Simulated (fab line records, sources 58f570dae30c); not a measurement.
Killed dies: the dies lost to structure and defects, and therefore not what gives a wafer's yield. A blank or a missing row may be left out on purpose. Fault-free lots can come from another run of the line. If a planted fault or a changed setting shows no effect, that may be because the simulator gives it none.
Which of the tools did it? -- flow berkeley-cmos170 -- 42 wafers from 14 lots sampled at 5 of the route's 331 steps

## WHAT EACH GAUGE READ, for each wafer
UCB170_NLDD_CD_MEAS_06 targets a cd of 1200 nm.
lot,measured,on,cd-nm (nm)
L177,day 5 19:04,cd-sem-02,1199.1 1198.0 1198.7
L178,day 5 23:49,cd-sem-01,1197.7 1198.2 1198.5
L183,day 7 03:58,cd-sem-01,1203.8 1202.2 1202.0
L185,day 7 05:05,cd-sem-02,1198.1 1199.4 1200.4
L187,day 8 02:27,cd-sem-02,1198.2 1198.2 1198.2
L190,day 8 17:07,cd-sem-01,1198.2 1198.5 1197.8
L189,day 8 16:54,cd-sem-02,1197.7 1197.6 1198.1
L191,day 8 22:22,cd-sem-02,1201.1 1201.1 1200.1
L193,day 9 07:14,cd-sem-01,1198.3 1199.2 1198.2
L194,day 9 06:43,cd-sem-01,1200.6 1200.2 1199.6
L195,day 10 06:56,cd-sem-01,1200.5 1201.6 1200.7
L196,day 10 01:11,cd-sem-01,1198.9 1200.8 1198.6
L198,day 10 07:02,cd-sem-02,1202.8 1202.5 1202.8
L200,day 10 23:14,cd-sem-01,1200.9 1201.8 1200.7

UCB170_SILICIDE_RS_MEAS_02: measures by four-point-probe.
lot,measured,on,SILICIDE_TI_RS (ohm/sq)
L177,day 6 07:49,film-metro-03,26.0 26.2 26.2
L178,day 6 10:37,film-metro-03,26.8 26.9 26.7
L183,day 7 14:26,film-metro-01,26.3 25.9 25.9
L185,day 7 14:46,film-metro-02,26.1 25.4 25.8
L187,day 8 14:19,film-metro-02,27.8 28.1 28.1 28.0 28.4 28.3
L190,day 9 05:42,film-metro-01,26.2 26.3 26.5
L189,day 9 05:13,film-metro-01,27.0 26.7 27.0
L191,day 9 12:56,film-metro-02,25.4 25.9 25.6
L193,day 9 18:49,film-metro-03,25.4 25.6 25.4
L194,day 9 18:29,film-metro-01,25.7 25.6 26.2
L195,day 10 17:37,film-metro-01,25.9 26.7 26.0
L196,day 10 11:35,film-metro-01,25.8 26.1 26.0
L198,day 10 18:43,film-metro-02,25.4 25.8 25.4
L200,day 11 11:44,film-metro-02,26.0 26.0 26.1

UCB170_SILICIDE_THK_MEAS_03: measures by xrf.
lot,measured,on,SILICIDE_TI_THK (nm)
L177,day 6 07:56,film-metro-03,29.8 29.6 29.7
L178,day 6 10:43,film-metro-03,29.1 29.0 29.2
L183,day 7 14:31,film-metro-01,29.8 30.1 30.2
L185,day 7 14:53,film-metro-02,29.7 30.6 30.2
L187,day 8 22:48,film-metro-02,28.3 28.2 28.1 28.3 28.3 28.2
L190,day 9 05:49,film-metro-01,30.0 29.9 29.6
L189,day 9 05:20,film-metro-01,29.2 29.5 29.2
L191,day 9 13:02,film-metro-02,30.6 30.0 30.4
L193,day 9 18:55,film-metro-03,30.2 30.2 30.4
L194,day 9 18:36,film-metro-01,30.4 30.3 29.9
L195,day 10 17:44,film-metro-01,30.4 29.7 30.2
L196,day 10 11:41,film-metro-01,30.5 30.2 30.3
L198,day 10 18:50,film-metro-02,30.9 30.4 30.8
L200,day 11 11:52,film-metro-02,30.0 30.0 30.1

## WHICH TOOL RAN EACH LOT (tool, then ch and the chambers of the sampled wafers, then the start)
lot,UCB170_NWELL_STRIP_15,UCB170_SILICIDE_SPUTTER_01
L177,"plasma-asher-02 ch 0,1, day 2 04:36","pvd-sputter-02, day 6 07:46"
L178,"plasma-asher-02 ch 0,1, day 2 14:43","pvd-sputter-04, day 6 10:32"
L183,"plasma-asher-02 ch 0,1, day 3 13:14","pvd-sputter-01, day 7 14:20"
L185,"plasma-asher-02 ch 0,1, day 3 20:25","pvd-sputter-04, day 7 14:44"
L187,"plasma-asher-02 ch 0,1, day 4 05:40","pvd-sputter-02, day 8 14:17"
L190,"plasma-asher-02 ch 0, day 4 17:27","pvd-sputter-01, day 9 05:40"
L189,"plasma-asher-01 ch 0,1, day 4 17:34","pvd-sputter-02, day 9 05:10"
L191,"plasma-asher-02 ch 0,1, day 5 07:25","pvd-sputter-01, day 9 12:52"
L193,"plasma-asher-03 ch 0,1, day 5 13:18","pvd-sputter-01, day 9 18:46"
L194,"plasma-asher-01 ch 0,1, day 5 16:45","pvd-sputter-04, day 9 18:26"
L195,"plasma-asher-03 ch 0,1, day 5 21:47","pvd-sputter-04, day 10 17:35"
L196,"plasma-asher-03 ch 0,1, day 6 02:16","pvd-sputter-04, day 10 11:31"
L198,"plasma-asher-01 ch 0,1, day 6 14:43","pvd-sputter-01, day 10 18:41"
L200,"plasma-asher-01 ch 0,1, day 6 23:44","pvd-sputter-02, day 11 11:43"
- UCB170_NWELL_STRIP_15: strips in O2.
- UCB170_SILICIDE_SPUTTER_01: material Ti, target thk 30 nm, time 25 s.

## WHAT THE TOOLS THEMSELVES READ (means of the sampled wafers that have a number; where no wafer has one, the mark that the record gives instead)
UCB170_NWELL_STRIP_15.
lot,tool,chamber-pressure-mTorr (mTorr),drypump-motor-current-A (A),oes-product-au (a.u.),strip-time-to-endpoint-s (s)
L177,plasma-asher-02,3503,5.9,0.722,18.01
L178,plasma-asher-02,3499,5.9,0.716,18.06
L183,plasma-asher-02,3500,5.9,0.725,17.99
L185,plasma-asher-02,3496,5.7,0.725,17.94
L187,plasma-asher-02,3500,5.9,0.723,18.08
L190,plasma-asher-02,3500,6.0,0.721,17.99
L189,plasma-asher-01,3501,5.3,0.722,18.01
L191,plasma-asher-02,3500,5.9,0.716,17.98
L193,plasma-asher-03,3497,5.7,0.722,18.08
L194,plasma-asher-01,3498,5.3,0.725,18.16
L195,plasma-asher-03,3496,6.2,0.722,17.93
L196,plasma-asher-03,3502,6.2,0.719,18.06
L198,plasma-asher-01,3502,5.4,0.720,18.12
L200,plasma-asher-01,3501,5.3,0.718,18.02

UCB170_SILICIDE_SPUTTER_01.
lot,tool,cathode-dc-power-W (W),throttle-valve-pct (%)
L177,pvd-sputter-02,1499.9,29.8
L178,pvd-sputter-04,1500.0,29.5
L183,pvd-sputter-01,1500.1,30.5
L185,pvd-sputter-04,1500.0,31.0
L187,pvd-sputter-02,1451.2,29.6
L190,pvd-sputter-01,1499.9,30.7
L189,pvd-sputter-02,1451.2,29.8
L191,pvd-sputter-01,1499.8,28.9
L193,pvd-sputter-01,1499.9,29.4
L194,pvd-sputter-04,1500.0,29.4
L195,pvd-sputter-04,1499.8,30.1
L196,pvd-sputter-04,1500.0,30.3
L198,pvd-sputter-01,1499.9,28.7
L200,pvd-sputter-02,1500.0,29.6

## THE ANSWER, worked out from the rows above alone
Rule: usual is defined by the lots themselves. Put in order of their means at a reading, lots are off if they are a third of the lots or fewer, leave a main group of 4 or more, and stand apart from it by a gap of 3 or more times the standard deviation of the main group's means; of several such gaps the widest counts. A main group whose means are all the same, to the digits that the tables above print for the reading, isn't used. A lot without any number at a reading at which 4 lots or more have one is off too. Where the step has rows for the other lots, those lots are counted as sound. Order of review: gauges by route order, followed by the tools' own readings, for which a lot's mean as printed above is used. The first step at which some lot is off is used, and at that step the reading that is off furthest; a lot without a number counts as furthest.
Off: L187, L189, at UCB170_SILICIDE_SPUTTER_01 (cathode-dc-power-W). The main group: mean 1499.9 W, standard deviation 0.086.
A tool fits if, at that step or a process step before it, it ran every lot that is off, and no sound lot after the first of them. None of those tried fits.

## WHAT HAD BEEN PUT IN BY THE SIMULATOR
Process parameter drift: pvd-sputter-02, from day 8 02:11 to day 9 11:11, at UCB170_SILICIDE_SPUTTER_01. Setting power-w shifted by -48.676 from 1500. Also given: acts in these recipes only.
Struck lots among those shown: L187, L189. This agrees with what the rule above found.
